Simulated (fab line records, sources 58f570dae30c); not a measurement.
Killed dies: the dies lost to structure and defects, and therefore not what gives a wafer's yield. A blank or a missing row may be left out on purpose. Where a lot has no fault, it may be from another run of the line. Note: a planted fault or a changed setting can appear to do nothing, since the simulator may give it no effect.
Which of the tools did it? / flow berkeley cmos170 / Sampling: 15 lots, 45 wafers, 4 of 331 route steps

## WHAT EACH GAUGE READ, for each wafer
UCB170_ACTIVE_OVL_MEAS_14. Usual: ACTIVE_OVL -2 nm, standard deviation 4.7.
lot=L174; measured=day 4 01:44; on=overlay-01; ACTIVE_OVL (nm)=-3 -5 -3; flag=
lot=L175; measured=day 5 00:28; on=overlay-02; ACTIVE_OVL (nm)=-2 -5 -6; flag=
lot=L176; measured=day 5 07:41; on=overlay-02; ACTIVE_OVL (nm)=9 1 -1; flag=
lot=L177; measured=day 5 08:14; on=overlay-02; ACTIVE_OVL (nm)=2 5 3; flag=
lot=L178; measured=day 5 12:28; on=overlay-02; ACTIVE_OVL (nm)=0 -9 -9; flag=
lot=L183; measured=day 6 01:18; on=overlay-02; ACTIVE_OVL (nm)=2 8 0; flag=
lot=L184; measured=day 6 11:46; on=overlay-02; ACTIVE_OVL (nm)=-7 5 -7; flag=
lot=L182; measured=day 6 12:03; on=overlay-01; ACTIVE_OVL (nm)=-8 -5 -1; flag=
lot=L186; measured=day 6 17:48; on=overlay-02; ACTIVE_OVL (nm)=2 4 -1; flag=
lot=L188; measured=day 7 08:08; on=overlay-01; ACTIVE_OVL (nm)=0 3 -1; flag=
lot=L191; measured=day 7 21:10; on=overlay-02; ACTIVE_OVL (nm)=4 -2 -2; flag=
lot=L193; measured=day 8 01:32; on=overlay-02; ACTIVE_OVL (nm)=0 5 1; flag=
lot=L194; measured=day 8 15:55; on=overlay-02; ACTIVE_OVL (nm)=3 -4 -8; flag=
lot=L196; measured=day 8 16:00; on=overlay-01; ACTIVE_OVL (nm)=-1 -6 -3; flag=
lot=L195; measured=day 8 21:20; on=overlay-02; ACTIVE_OVL (nm)=-2 -5 -5; flag=

UCB170_GATE_THK_MEAS_02. Usual: GATE_OXIDE_THK 6.65 nm, standard deviation 0.12.
lot=L174; measured=day 5 15:03; on=film metro-03; GATE_OXIDE_THK (nm)=6.80 6.75 6.72; flag=
lot=L175; measured=day 6 10:20; on=film metro-02; GATE_OXIDE_THK (nm)=6.64 6.42 6.58; flag=
lot=L176; measured=day 6 20:44; on=film metro-02; GATE_OXIDE_THK (nm)=6.56 6.60 6.68; flag=
lot=L177; measured=day 6 20:43; on=film metro-03; GATE_OXIDE_THK (nm)=6.51 6.65 6.68; flag=
lot=L178; measured=day 6 23:34; on=film metro-03; GATE_OXIDE_THK (nm)=6.67 6.64 6.67; flag=
lot=L183; measured=day 7 08:22; on=film metro-02; GATE_OXIDE_THK (nm)=6.61 6.58 6.61; flag=
lot=L184; measured=day 8 02:58; on=film metro-02; GATE_OXIDE_THK (nm)=4.82 4.77 4.81; flag=OFF
lot=L182; measured=day 8 02:58; on=film metro-04; GATE_OXIDE_THK (nm)=4.78 4.78 4.83; flag=OFF
lot=L186; measured=day 8 02:58; on=film metro-03; GATE_OXIDE_THK (nm)=4.65 4.71 4.76; flag=OFF
lot=L188; measured=day 9 01:10; on=film metro-04; GATE_OXIDE_THK (nm)=6.69 6.73 6.77; flag=
lot=L191; measured=day 9 15:04; on=film metro-04; GATE_OXIDE_THK (nm)=6.53 6.60 6.58; flag=
lot=L193; measured=day 9 15:04; on=film metro-03; GATE_OXIDE_THK (nm)=6.57 6.58 6.62; flag=
lot=L194; measured=day 10 02:19; on=film metro-04; GATE_OXIDE_THK (nm)=6.74 6.68 6.70; flag=
lot=L196; measured=day 10 02:20; on=film metro-03; GATE_OXIDE_THK (nm)=6.73 6.64 6.70; flag=
lot=L195; measured=day 10 02:19; on=film metro-02; GATE_OXIDE_THK (nm)=6.83 6.83 6.94; flag=

UCB170_GATE_CD_MEAS_12: target cd 350 nm. Usual: cd nm at 350.1 nm, with a standard deviation of 1.4.
lot=L174; measured=day 5 21:52; on=cd sem-02; cd nm (nm)=348.9 348.6 351.0; flag=
lot=L175; measured=day 6 18:17; on=cd sem-02; cd nm (nm)=349.6 350.1 349.8; flag=
lot=L176; measured=day 7 04:33; on=cd sem-02; cd nm (nm)=348.1 347.4 347.9; flag=
lot=L177; measured=day 7 04:31; on=cd sem-01; cd nm (nm)=347.4 349.4 347.2; flag=
lot=L178; measured=day 7 04:40; on=cd sem-02; cd nm (nm)=350.7 349.7 349.4; flag=
lot=L183; measured=day 7 15:50; on=cd sem-02; cd nm (nm)=351.4 349.8 351.2; flag=
lot=L184; measured=day 8 10:32; on=cd sem-01; cd nm (nm)=350.2 351.2 351.8; flag=
lot=L182; measured=day 8 10:48; on=cd sem-01; cd nm (nm)=351.6 351.1 351.0; flag=
lot=L186; measured=day 8 10:26; on=cd sem-02; cd nm (nm)=351.7 351.8 351.0; flag=
lot=L188; measured=day 9 09:40; on=cd sem-02; cd nm (nm)=348.7 347.9 348.2; flag=
lot=L191; measured=day 9 23:08; on=cd sem-02; cd nm (nm)=351.1 351.8 349.5; flag=
lot=L193; measured=day 9 23:19; on=cd sem-01; cd nm (nm)=351.6 352.1 351.7; flag=
lot=L194; measured=day 10 09:56; on=cd sem-01; cd nm (nm)=349.3 350.3 348.1; flag=
lot=L196; measured=day 10 09:41; on=cd sem-02; cd nm (nm)=350.0 348.2 350.4; flag=
lot=L195; measured=day 10 09:24; on=cd sem-02; cd nm (nm)=349.8 348.7 349.7; flag=

## EACH LOT AND THE TOOL THAT RAN IT (in order: tool; ch and the chambers of the sampled wafers; start)
lot=L174; UCB170_GATE_OXIDATION_01=furnace-04 ch 0, day 5 13:27
lot=L175; UCB170_GATE_OXIDATION_01=furnace-02 ch 0, day 6 08:50
lot=L176; UCB170_GATE_OXIDATION_01=furnace-04 ch 0, day 6 19:13
lot=L177; UCB170_GATE_OXIDATION_01=furnace-04 ch 0, day 6 19:13
lot=L178; UCB170_GATE_OXIDATION_01=furnace-04 ch 0, day 6 22:04
lot=L183; UCB170_GATE_OXIDATION_01=furnace-02 ch 0, day 7 06:52
lot=L184; UCB170_GATE_OXIDATION_01=furnace-04 ch 0, day 8 01:28
lot=L182; UCB170_GATE_OXIDATION_01=furnace-04 ch 0, day 8 01:28
lot=L186; UCB170_GATE_OXIDATION_01=furnace-04 ch 0, day 8 01:28
lot=L188; UCB170_GATE_OXIDATION_01=furnace-01 ch 0, day 8 23:39
lot=L191; UCB170_GATE_OXIDATION_01=furnace-02 ch 0, day 9 13:34
lot=L193; UCB170_GATE_OXIDATION_01=furnace-02 ch 0, day 9 13:34
lot=L194; UCB170_GATE_OXIDATION_01=furnace-01 ch 0, day 10 00:49
lot=L196; UCB170_GATE_OXIDATION_01=furnace-01 ch 0, day 10 00:49
lot=L195; UCB170_GATE_OXIDATION_01=furnace-01 ch 0, day 10 00:49
- UCB170_GATE_OXIDATION_01: target thk 6.6 nm, ox time 1800 s.

## AS READ BY THE TOOLS THEMSELVES (means over the sampled wafers that have a number; for cases with no such wafer, the mark the record gives instead)
UCB170_GATE_OXIDATION_01. Usual: spike tc centre C 851.7 C, standard deviation 1.6; spike tc load C 872.9 C, standard deviation 2.3; spike tc source C 874 C, standard deviation 4.3; tube center temp C 850 C, standard deviation 0.081; tube_center_temp_C_max 852.2, standard deviation 0.37; zone power load pct 23.8 %, standard deviation 0.5.
lot=L174; tool=furnace-04; spike tc centre C (C)=850.1; spike tc load C (C)=874.9; spike tc source C (C)=876; tube center temp C (C)=850; tube_center_temp_C_max=852.5; zone power load pct (%)=23.7; flag=
lot=L175; tool=furnace-02; spike tc centre C (C)=852.3; spike tc load C (C)=870.1; spike tc source C (C)=869; tube center temp C (C)=850; tube_center_temp_C_max=852.5; zone power load pct (%)=24.1; flag=
lot=L176; tool=furnace-04; spike tc centre C (C)=849.6; spike tc load C (C)=874.2; spike tc source C (C)=876; tube center temp C (C)=850; tube_center_temp_C_max=852.3; zone power load pct (%)=23.3; flag=
lot=L177; tool=furnace-04; spike tc centre C (C)=850.2; spike tc load C (C)=873.9; spike tc source C (C)=876; tube center temp C (C)=850; tube_center_temp_C_max=852.0; zone power load pct (%)=23.6; flag=
lot=L178; tool=furnace-04; spike tc centre C (C)=850.5; spike tc load C (C)=874.3; spike tc source C (C)=875; tube center temp C (C)=850; tube_center_temp_C_max=852.0; zone power load pct (%)=23.7; flag=
lot=L183; tool=furnace-02; spike tc centre C (C)=850.7; spike tc load C (C)=870.4; spike tc source C (C)=869; tube center temp C (C)=850; tube_center_temp_C_max=852.0; zone power load pct (%)=24.3; flag=
lot=L184; tool=furnace-04; spike tc centre C (C)=825.1; spike tc load C (C)=847.9; spike tc source C (C)=847; tube center temp C (C)=824; tube_center_temp_C_max=825.7; zone power load pct (%)=22.0; flag=OFF
lot=L182; tool=furnace-04; spike tc centre C (C)=824.3; spike tc load C (C)=847.4; spike tc source C (C)=847; tube center temp C (C)=824; tube_center_temp_C_max=825.7; zone power load pct (%)=21.9; flag=OFF
lot=L186; tool=furnace-04; spike tc centre C (C)=824.9; spike tc load C (C)=847.0; spike tc source C (C)=849; tube center temp C (C)=824; tube_center_temp_C_max=825.5; zone power load pct (%)=22.1; flag=OFF
lot=L188; tool=furnace-01; spike tc centre C (C)=854.1; spike tc load C (C)=874.9; spike tc source C (C)=880; tube center temp C (C)=850; tube_center_temp_C_max=852.1; zone power load pct (%)=23.4; flag=
lot=L191; tool=furnace-02; spike tc centre C (C)=850.8; spike tc load C (C)=870.8; spike tc source C (C)=869; tube center temp C (C)=850; tube_center_temp_C_max=852.1; zone power load pct (%)=24.4; flag=
lot=L193; tool=furnace-02; spike tc centre C (C)=851.4; spike tc load C (C)=869.9; spike tc source C (C)=870; tube center temp C (C)=850; tube_center_temp_C_max=852.3; zone power load pct (%)=24.6; flag=
lot=L194; tool=furnace-01; spike tc centre C (C)=853.9; spike tc load C (C)=876.0; spike tc source C (C)=881; tube center temp C (C)=850; tube_center_temp_C_max=851.9; zone power load pct (%)=23.3; flag=
lot=L196; tool=furnace-01; spike tc centre C (C)=853.0; spike tc load C (C)=874.7; spike tc source C (C)=880; tube center temp C (C)=850; tube_center_temp_C_max=852.4; zone power load pct (%)=23.5; flag=
lot=L195; tool=furnace-01; spike tc centre C (C)=853.0; spike tc load C (C)=874.9; spike tc source C (C)=880; tube center temp C (C)=850; tube_center_temp_C_max=852.4; zone power load pct (%)=23.3; flag=

## THE ANSWER, worked out from the rows above alone
Rule: a lot counts as off when the mean over its wafers that have a number is more than 3 standard deviations away from the usual mean. Also off: a lot with no number at a reading for which 4 or more lots have one. Any other lot the step has rows for is counted as sound. Order of review: gauges by route order, followed by the tools' own readings, for which a lot's mean as printed above is used. The first step at which some lot is off is used, and at that step the reading that is off furthest; a lot without a number counts as furthest.
Off: L184, L182, L186, seen at UCB170_GATE_THK_MEAS_02 (GATE_OXIDE_THK).
A tool fits if, at a process step before that reading, it ran every lot that is off, and no sound lot after the first of them. The gauges at UCB170_GATE_THK_MEAS_02 aren't tried: what is off there is off at UCB170_GATE_OXIDATION_01 too, on other tools, and a gauge's error can't cause that. One fits: furnace-04 at UCB170_GATE_OXIDATION_01. Its last sound lot is L178 (day 6 22:04), its first lot that is off L182 (day 8 01:28): a fault that began between those two fits.
The tool's own readings at UCB170_GATE_OXIDATION_01 bear it out: on the lots that are off they differ by more than 5 times the standard deviation of the sound lots' means. spike tc centre C reads 824.8 C there against 851.6 C on the sound lots; spike tc load C reads 847.4 C there against 873.2 C on the sound lots; spike tc source C reads 848 C there against 875 C on the sound lots; tube center temp C reads 824 C there against 850 C on the sound lots; tube_center_temp_C_max reads 825.6 there against 852.2 on the sound lots.

## WHAT THE SIMULATOR PUT IN
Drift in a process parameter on furnace-04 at UCB170_GATE_OXIDATION_01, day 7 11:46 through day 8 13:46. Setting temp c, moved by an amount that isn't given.
Struck lots among those shown: L184, L182, L186. The rule above found the same.
